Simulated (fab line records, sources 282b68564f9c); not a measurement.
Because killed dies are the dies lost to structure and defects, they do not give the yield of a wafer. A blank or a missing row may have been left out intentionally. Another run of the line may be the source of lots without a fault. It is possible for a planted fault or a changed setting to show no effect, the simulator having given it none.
Which tool was responsible?	flow rit_cmos	42 wafers from 14 lots sampled at 5 of the route's 202 steps

WHAT THE GAUGES SHOWED, per wafer
RIT_NSD_OVL_MEAS_06. Usual: NSD_OVL typically reads 1.2 nm, with standard deviation 1.3.
lot	measured	on	NSD_OVL (nm)	flag
L487	day 2 23:01	overlay-01	2.8 0.2 2.2	
L488	day 3 03:11	overlay-02	-0.9 -0.9 1.0	
L489	day 3 09:58	overlay-01	0.4 1.0 1.5	
L490	day 3 16:08	overlay-01	2.6 2.5 0.5	
L492	day 3 23:02	overlay-01	1.2 1.9 2.2	
L493	day 4 04:06	overlay-01	0.4 1.3 1.5	
L495	day 4 16:28	overlay-01	0.9 1.1 1.3	
L500	day 5 17:59	overlay-02	0.1 1.1 0.6	
L501	day 5 21:35	overlay-02	-0.6 0.6 2.0	
L502	day 6 04:43	overlay-02	1.9 0.9 2.5	
L503	day 6 07:37	overlay-02	0.9 0.1 0.0	
L505	day 6 18:31	overlay-02	-1.1 1.2 0.4	
L508	day 7 07:45	overlay-02	1.9 1.0 2.7	
L510	day 7 19:02	overlay-01	0.7 1.9 0.2	

RIT_SDANNEAL_RS_MEAS_04: the measuring method here is four-point-probe. Usual: PSD_RS typically reads 115.80 ohm/sq, with standard deviation 0.26.
lot	measured	on	PSD_RS (ohm/sq)	flag
L487	day 3 01:39	film_metro-04	115.54 115.82 115.63	
L488	day 3 05:38	film_metro-04	115.78 115.18 115.95	
L489	day 3 12:30	film_metro-02	115.90 115.89 116.09	
L490	day 3 18:46	film_metro-04	115.69 115.86 116.20	
L492	day 4 01:47	film_metro-02	115.85 115.78 115.86	
L493	day 4 06:40	film_metro-02	115.35 115.49 116.13	
L495	day 4 19:07	film_metro-03	115.56 115.76 115.48	
L500	day 5 20:28	film_metro-02	121.45 121.23 121.43	OFF
L501	day 6 00:09	film_metro-02	116.08 116.06 116.25	
L502	day 6 07:08	film_metro-02	121.45 120.75 121.15	OFF
L503	day 6 10:04	film_metro-04	116.15 115.57 115.79	
L505	day 6 20:58	film_metro-03	115.50 115.48 115.54	
L508	day 7 10:26	film_metro-04	115.55 115.72 115.64	
L510	day 7 21:29	film_metro-04	115.50 115.81 115.50	

RIT_SDANNEAL_RS_MEAS_06: the measuring method here is four-point-probe. Usual: PLDD_RS typically reads 178.5 ohm/sq, with standard deviation 0.46.
lot	measured	on	PLDD_RS (ohm/sq)	flag
L487	day 3 01:53	film_metro-04	178.2 178.3 178.5	
L488	day 3 05:53	film_metro-04	178.4 178.5 178.1	
L489	day 3 12:44	film_metro-02	178.7 178.8 178.5	
L490	day 3 19:01	film_metro-04	178.9 178.8 179.0	
L492	day 4 02:01	film_metro-02	177.6 178.6 178.2	
L493	day 4 06:54	film_metro-02	179.0 178.8 178.7	
L495	day 4 19:22	film_metro-03	177.9 177.9 178.3	
L500	day 5 20:42	film_metro-02	183.8 184.2 183.5	OFF
L501	day 6 00:23	film_metro-02	179.0 178.4 178.7	
L502	day 6 07:23	film_metro-02	182.9 182.8 182.9	OFF
L503	day 6 10:19	film_metro-04	179.0 178.6 178.0	
L505	day 6 21:12	film_metro-03	177.9 178.5 178.6	
L508	day 7 10:41	film_metro-04	178.0 178.5 178.0	
L510	day 7 21:43	film_metro-04	178.0 178.0 177.9	

EACH LOT AND THE TOOL THAT RAN IT (in order: tool; ch and the chambers of the sampled wafers; start)
lot	RIT_NLDD_STRIP_09	RIT_SDANNEAL_RTA_03
L487	plasma_asher-01 ch 0,1, day 2 17:28	rtp_anneal-01 ch 0, day 3 01:35
L488	plasma_asher-01 ch 0,1, day 2 22:02	rtp_anneal-02 ch 0, day 3 05:33
L489	plasma_asher-01 ch 1, day 3 04:28	rtp_anneal-01 ch 0, day 3 12:27
L490	plasma_asher-03 ch 1, day 3 10:01	rtp_anneal-02 ch 0, day 3 18:42
L492	plasma_asher-01 ch 0,1, day 3 18:02	rtp_anneal-02 ch 0, day 4 01:43
L493	plasma_asher-01 ch 0,1, day 3 22:45	rtp_anneal-01 ch 0, day 4 06:35
L495	plasma_asher-03 ch 0,1, day 4 10:24	rtp_anneal-01 ch 0, day 4 19:02
L500	plasma_asher-02 ch 0,1, day 5 11:20	rtp_anneal-02 ch 0, day 5 20:23
L501	plasma_asher-01 ch 0,1, day 5 16:14	rtp_anneal-01 ch 0, day 6 00:04
L502	plasma_asher-01 ch 0,1, day 5 23:32	rtp_anneal-02 ch 0, day 6 07:04
L503	plasma_asher-03 ch 0,1, day 6 02:35	rtp_anneal-01 ch 0, day 6 10:00
L505	plasma_asher-01 ch 0,1, day 6 13:19	rtp_anneal-01 ch 0, day 6 20:53
L508	plasma_asher-03 ch 0,1, day 7 02:35	rtp_anneal-01 ch 0, day 7 10:22
L510	plasma_asher-03 ch 0,1, day 7 13:52	rtp_anneal-01 ch 0, day 7 21:25
- RIT_NLDD_STRIP_09: strips in O2, time 180 s.
- RIT_SDANNEAL_RTA_03: time 5 s.

AS READ BY THE TOOLS THEMSELVES (means over the sampled wafers that have a number; for cases with no such wafer, the mark the record gives instead)
RIT_NLDD_STRIP_09. Usual: drypump_motor_current_A reads 5.5 A (standard deviation 0.48).
lot	tool	drypump_motor_current_A (A)	flag
L487	plasma_asher-01	5.7	
L488	plasma_asher-01	5.5	
L489	plasma_asher-01	6.0	
L490	plasma_asher-03	6.1	
L492	plasma_asher-01	5.5	
L493	plasma_asher-01	5.4	
L495	plasma_asher-03	5.6	
L500	plasma_asher-02	5.3	
L501	plasma_asher-01	5.4	
L502	plasma_asher-01	5.5	
L503	plasma_asher-03	5.3	
L505	plasma_asher-01	5.7	
L508	plasma_asher-03	5.3	
L510	plasma_asher-03	5.3	

RIT_SDANNEAL_RTA_03. Usual: wafer_temp_C_max reads 1053.4 (standard deviation 1).
lot	tool	wafer_temp_C_max	flag
L487	rtp_anneal-01	1053.2	
L488	rtp_anneal-02	1053.5	
L489	rtp_anneal-01	1052.4	
L490	rtp_anneal-02	1055.2	
L492	rtp_anneal-02	1053.1	
L493	rtp_anneal-01	1053.1	
L495	rtp_anneal-01	1053.3	
L500	rtp_anneal-02	1046.4	OFF
L501	rtp_anneal-01	1054.2	
L502	rtp_anneal-02	1045.4	OFF
L503	rtp_anneal-01	1053.3	
L505	rtp_anneal-01	1055.0	
L508	rtp_anneal-01	1052.5	
L510	rtp_anneal-01	1052.7	

THE ANSWER, worked out from the rows above alone
Rule: lot off if the mean of its wafers having a number is beyond 3 standard deviations from the usual mean. Also off: a lot with no number at a reading for which 4 or more lots have one. Any other lot the step has rows for is counted as sound. Order of review: gauges by route order, followed by the tools' own readings, for which a lot's mean as printed above is used. At the first step where some lot is off, the reading lying furthest off is the one used; lots without a number count as furthest.
Off: L500, L502, at RIT_SDANNEAL_RS_MEAS_04 (PSD_RS).
If a tool, at a process step before that reading, ran all the lots that are off and no sound lot after the first of them, it fits. The gauges at RIT_SDANNEAL_RS_MEAS_04 aren't tried: what is off there is off at RIT_SDANNEAL_RTA_03 too, on other tools, and a gauge's error can't cause that. One candidate fits, namely rtp_anneal-02 at RIT_SDANNEAL_RTA_03. Its last sound lot is L492 (day 4 01:43), its first lot that is off L500 (day 5 20:23): a fault that began between those two fits.
The tool's own readings at RIT_SDANNEAL_RTA_03 bear it out: on the lots that are off they differ by more than 5 times the standard deviation of the sound lots' means. wafer_temp_C_max reads 1045.9 there against 1053.5 on the sound lots.

WHAT WAS PUT IN BY THE SIMULATOR
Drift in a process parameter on rtp_anneal-02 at RIT_SDANNEAL_RTA_03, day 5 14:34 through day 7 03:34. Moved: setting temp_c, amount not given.
Shown lots that were struck: L500, L502. The rule above reached the same finding.
